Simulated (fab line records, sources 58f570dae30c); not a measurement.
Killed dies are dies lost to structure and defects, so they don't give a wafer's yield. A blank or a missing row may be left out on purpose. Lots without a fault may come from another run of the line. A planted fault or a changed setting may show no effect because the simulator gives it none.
A struck lot beside a sound one | flow berkeley_cmos170 | 15 steps out of a route of 331
Sound: wafers L393.1, L393.5, L393.6. Struck: wafers L383.1, L383.3, L383.4. The cause comes at the end.
At each step with rows: each side's tool, then ch and its chambers, then its first start. Under that, the readings that differ: sound wafers | struck wafers | difference of the means | sigmas: that difference in standard deviations of wafers without a fault.
alike: readings whose means differ by less than 2 such deviations, and words and numbers that are the same on both sides. not compared: withheld readings, readings that some wafer has no value for, bounds like >300 that may hide the same value, and numbers for which the record gives no deviation and whose values overlap.
The two part at a step that has a row with sigmas, a row that says differs or no value, or rows on one side only. Numbers that don't overlap but have no deviation are shown without sigmas and don't part them. A reading that every wafer of one side lacks parts them only if that side has two wafers or more.

first, 5 steps without rows for these wafers: UCB170_NLDD_COAT_01 (resist thk 900 nm); UCB170_NLDD_SOFTBAKE_02 (time 60 s); UCB170_NLDD_EXPOSE_03 (exposes mask NSELECT, target cd 1200 nm); UCB170_NLDD_PEB_04; UCB170_NLDD_DEVELOP_05 (develop time 45 s).
UCB170_NLDD_CD_MEAS_06: target cd 1200 nm.
  sound on cd_sem-02, day 9 09:08; struck on cd_sem-02, day 6 18:58
  reading    | sound                | struck               | difference | sigmas
  cd_nm (nm) | 1198.4 1195.7 1197.9 | 1201.0 1201.6 1199.8 | +3.5       | +2
UCB170_NLDD_OVL_MEAS_07:
  sound on overlay-01, day 9 09:15; struck on overlay-02, day 6 19:05
  alike: NLDD_OVL
then, 2 steps without rows for these wafers: UCB170_NLDD_IMPLANT_08; UCB170_NLDD_IMPLANT_09.
UCB170_NLDD_STRIP_10: strips in O2.
  sound on plasma_asher-01 ch 0,1, day 9 09:35; struck on plasma_asher-01 ch 0,1, day 6 19:25
  alike: drypump_motor_current_A, oes_product_au, strip_time_to_endpoint_s
  not compared: rf_hours_counter_h
UCB170_NLDD_TW_MEAS_11:
  sound on film_metro-03, day 9 09:41; struck on film_metro-03, day 6 19:31
  alike: NLDD_TW
then, 1 step without rows for these wafers: UCB170_NLDD_CLEAN_12 (cleans in SPM, time 600 s).
UCB170_SPACER_CVD_00: deposits SiO2 from TEOS/O2, target thk 376 nm, time 47 s.
  sound on pecvd-03 ch 0,1,2, day 9 09:55; struck on pecvd-03 ch 0,1,2, day 6 19:59
  alike: heater_power_w
  not compared: since_wet_clean_h
UCB170_SPACER_THK_MEAS_01:
  sound on film_metro-02, day 9 09:58; struck on film_metro-03, day 6 20:17
  reading              | sound       | struck      | difference | sigmas
  SPACER_TEOS_THK (nm) | 375 381 371 | 745 747 770 | +378       | +76
UCB170_M3_PROBE_99:
  the record has rows for the sound wafers here (prober-02, day 10 21:23) and none for the struck ones

WHERE THEY PART
First at UCB170_NLDD_CD_MEAS_06; last, within this record, at UCB170_M3_PROBE_99.

WHY: what the simulator had put in
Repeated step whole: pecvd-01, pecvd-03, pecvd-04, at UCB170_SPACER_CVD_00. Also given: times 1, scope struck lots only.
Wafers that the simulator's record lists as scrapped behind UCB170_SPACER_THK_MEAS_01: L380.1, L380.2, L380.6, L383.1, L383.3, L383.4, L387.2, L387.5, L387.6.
